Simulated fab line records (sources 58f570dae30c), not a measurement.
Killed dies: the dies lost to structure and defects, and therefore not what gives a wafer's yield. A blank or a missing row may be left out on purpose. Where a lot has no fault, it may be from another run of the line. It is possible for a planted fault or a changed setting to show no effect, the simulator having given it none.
Which tool was responsible? + flow berkeley cmos170 + Sampling: 14 lots, 42 wafers, 5 of 331 route steps

WHAT THE GAUGES SHOWED, per wafer
UCB170_PFIELD_OVL_MEAS_06. Usual: PFIELD_OVL 0 nm, standard deviation 5.6.
| lot  | measured     | on         | PFIELD_OVL (nm) | flag |
|------|--------------|------------|-----------------|------|
| L405 | day 4 20:04  | overlay-01 | 13 7 2          |      |
| L407 | day 5 10:56  | overlay-02 | -12 4 -3        |      |
| L408 | day 5 10:59  | overlay-01 | 2 7 -3          |      |
| L406 | day 5 11:13  | overlay-02 | 1 -1 5          |      |
| L410 | day 5 17:14  | overlay-02 | -1 0 -4         |      |
| L409 | day 5 17:22  | overlay-01 | -3 3 -1         |      |
| L415 | day 6 23:25  | overlay-02 | -1 1 5          |      |
| L413 | day 7 00:24  | overlay-01 | -4 7 -4         |      |
| L418 | day 7 06:09  | overlay-01 | 2 -7 -1         |      |
| L419 | day 7 14:43  | overlay-01 | -4 3 1          |      |
| L420 | day 8 01:59  | overlay-02 | -7 -6 1         |      |
| L421 | day 8 07:22  | overlay-02 | 5 -3 5          |      |
| L423 | day 8 12:14  | overlay-01 | -1 -1 -4        |      |
| L428 | day 10 05:59 | overlay-02 | 0 0 -1          |      |

UCB170_PVT_TW_MEAS_09. Usual: PVT_TW 513, standard deviation 4.9.
| lot  | measured     | on            | PVT_TW                  | flag |
|------|--------------|---------------|-------------------------|------|
| L405 | day 6 16:13  | film metro-03 | 518 515 515             |      |
| L407 | day 7 02:14  | film metro-03 | 517 515 513             |      |
| L408 | day 7 02:31  | film metro-02 | 508 508 508             |      |
| L406 | day 7 07:53  | film metro-02 | 507 508 508             |      |
| L410 | day 7 08:27  | film metro-02 | 509 508 511             |      |
| L409 | day 7 07:37  | film metro-02 | 507 507 509             |      |
| L415 | day 8 18:24  | film metro-03 | 518 519 516             |      |
| L413 | day 8 17:33  | film metro-02 | 503 504 504             |      |
| L418 | day 9 06:37  | film metro-03 | 519 518 516             |      |
| L419 | day 9 06:53  | film metro-04 | 517 518 516             |      |
| L420 | day 9 19:49  | film metro-02 | 448 451 449 450 447 449 | OFF  |
| L421 | day 10 04:41 | film metro-04 | 516 514 515             |      |
| L423 | day 10 04:38 | film metro-04 | 454 456 458 454 457 455 | OFF  |
| L428 | day 12 02:50 | film metro-03 | 518 517 520             |      |

UCB170_M1_CD_MEAS_09: target cd 700 nm. Usual: cd nm 700.4 nm, standard deviation 1.6.
| lot  | measured     | on        | cd nm (nm)        | flag |
|------|--------------|-----------|-------------------|------|
| L405 | day 8 14:17  | cd sem-02 | 701.4 700.0 702.1 |      |
| L407 | day 9 02:32  | cd sem-01 | 701.2 701.2 700.0 |      |
| L408 | day 9 00:08  | cd sem-01 | 702.2 702.2 701.2 |      |
| L406 | day 9 02:50  | cd sem-01 | 698.7 698.6 699.3 |      |
| L410 | day 9 03:12  | cd sem-01 | 701.6 700.4 700.1 |      |
| L409 | day 9 02:23  | cd sem-02 | 697.6 699.4 697.1 |      |
| L415 | day 10 12:43 | cd sem-01 | 701.1 700.7 700.3 |      |
| L413 | day 10 12:24 | cd sem-01 | 699.5 700.5 700.5 |      |
| L418 | day 10 23:01 | cd sem-01 | 700.6 698.1 700.6 |      |
| L419 | day 11 03:01 | cd sem-01 | 704.1 702.9 704.2 |      |
| L420 | day 11 16:10 | cd sem-02 | 701.0 701.9 701.4 |      |
| L421 | day 12 02:26 | cd sem-01 | 697.1 697.0 695.3 |      |
| L423 | day 12 02:07 | cd sem-01 | 700.1 700.7 700.2 |      |
| L428 | day 13 21:52 | cd sem-02 | 701.5 702.0 702.6 |      |

UCB170_M3_RS_MEAS_02: measurement is done with a four-point probe. Usual: M3_AL_RS 0.0319 ohm/sq, standard deviation 0.00033.
| lot  | measured     | on            | M3_AL_RS (ohm/sq)    | flag |
|------|--------------|---------------|----------------------|------|
| L405 | day 9 00:20  | film metro-04 | 0.0325 0.0317 0.0315 |      |
| L407 | day 9 14:08  | film metro-04 | 0.0320 0.0323 0.0320 |      |
| L408 | day 9 12:11  | film metro-02 | 0.0322 0.0324 0.0324 |      |
| L406 | day 9 15:13  | film metro-02 | 0.0322 0.0315 0.0315 |      |
| L410 | day 9 16:13  | film metro-04 | 0.0318 0.0318 0.0315 |      |
| L409 | day 9 12:30  | film metro-02 | 0.0318 0.0320 0.0324 |      |
| L415 | day 11 01:00 | film metro-04 | 0.0319 0.0320 0.0317 |      |
| L413 | day 10 22:29 | film metro-04 | 0.0315 0.0320 0.0316 |      |
| L418 | day 11 10:53 | film metro-01 | 0.0323 0.0321 0.0322 |      |
| L419 | day 11 15:11 | film metro-04 | 0.0317 0.0321 0.0318 |      |
| L420 | day 12 03:39 | film metro-01 | 0.0316 0.0321 0.0317 |      |
| L421 | day 12 14:04 | film metro-01 | 0.0319 0.0318 0.0321 |      |
| L423 | day 12 13:49 | film metro-02 | 0.0320 0.0319 0.0321 |      |
| L428 | day 14 08:20 | film metro-01 | 0.0315 0.0315 0.0319 |      |

WHICH TOOL RAN EACH LOT (tool, then ch and the chambers of the sampled wafers, then the start)
| lot  | UCB170_PVT_IMPLANT_07           |
|------|---------------------------------|
| L405 | implanter-04 ch 0, day 6 16:00  |
| L407 | implanter-03 ch 0, day 7 01:59  |
| L408 | implanter-01 ch 0, day 7 02:16  |
| L406 | implanter-03 ch 0, day 7 07:40  |
| L410 | implanter-01 ch 0, day 7 08:14  |
| L409 | implanter-04 ch 0, day 7 07:22  |
| L415 | implanter-04 ch 0, day 8 18:11  |
| L413 | implanter-01 ch 0, day 8 17:18  |
| L418 | implanter-01 ch 0, day 9 06:22  |
| L419 | implanter-01 ch 0, day 9 06:41  |
| L420 | implanter-04 ch 0, day 9 19:34  |
| L421 | implanter-03 ch 0, day 10 04:22 |
| L423 | implanter-04 ch 0, day 10 04:23 |
| L428 | implanter-03 ch 0, day 12 02:35 |
- UCB170_PVT_IMPLANT_07

WHAT THE TOOLS THEMSELVES READ (means of the sampled wafers that have a number; where no wafer has one, the mark that the record gives instead)
UCB170_PVT_IMPLANT_07. Usual: dose ions cm2 2.0003e+12, standard deviation 2.3e+09; faraday current uA 6.36, standard deviation 0.13.
| lot  | tool         | dose ions cm2 | faraday current uA | flag |
|------|--------------|---------------|--------------------|------|
| L405 | implanter-04 | 2.0026e+12    | 6.23               |      |
| L407 | implanter-03 | 2.0021e+12    | 6.38               |      |
| L408 | implanter-01 | 2.0024e+12    | 6.25               |      |
| L406 | implanter-03 | 1.9995e+12    | 6.26               |      |
| L410 | implanter-01 | 2.0032e+12    | 6.40               |      |
| L409 | implanter-04 | 2.0009e+12    | 6.40               |      |
| L415 | implanter-04 | 1.9990e+12    | 6.38               |      |
| L413 | implanter-01 | 2.0011e+12    | 6.38               |      |
| L418 | implanter-01 | 2.0017e+12    | 6.41               |      |
| L419 | implanter-01 | 1.9990e+12    | 6.47               |      |
| L420 | implanter-04 | 1.3587e+12    | 4.28               | OFF  |
| L421 | implanter-03 | 1.9994e+12    | 6.34               |      |
| L423 | implanter-04 | 1.3611e+12    | 4.34               | OFF  |
| L428 | implanter-03 | 2.0009e+12    | 6.30               |      |

THE ANSWER, worked out from the rows above alone
Rule: lot off if the mean of its wafers having a number is beyond 3 standard deviations from the usual mean. A lot without any number at a reading at which 4 lots or more have one is off too. The other lots that the step has rows for count as sound. Order of review: gauges by route order, followed by the tools' own readings, for which a lot's mean as printed above is used. At the first step where some lot is off, the reading lying furthest off is the one used; lots without a number count as furthest.
Off: L420, L423, seen at UCB170_PVT_TW_MEAS_09 (PVT_TW).
A tool fits if, at a process step before that reading, it ran every lot that is off, and no sound lot after the first of them. Not tried: the gauges at UCB170_PVT_TW_MEAS_09; whatever is off there is also off at UCB170_PVT_IMPLANT_07, on other tools, and gauge error can't account for it. One candidate fits, namely implanter-04 at UCB170_PVT_IMPLANT_07. A fault onset in the window from L415 (day 8 18:11, its last sound lot) to L420 (day 9 19:34, its first lot off) fits.
The tool's own readings at UCB170_PVT_IMPLANT_07 bear it out: on the lots that are off they differ by more than 5 times the standard deviation of the sound lots' means. dose ions cm2 reads 1.3599e+12 there against 2.0010e+12 on the sound lots; faraday current uA reads 4.31 there against 6.35 on the sound lots.

WHAT WAS PUT IN BY THE SIMULATOR
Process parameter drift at UCB170_PVT_IMPLANT_07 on implanter-04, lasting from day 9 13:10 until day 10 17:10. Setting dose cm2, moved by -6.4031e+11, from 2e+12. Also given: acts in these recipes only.
Struck lots among those shown: L420, L423. This agrees with what the rule above found.
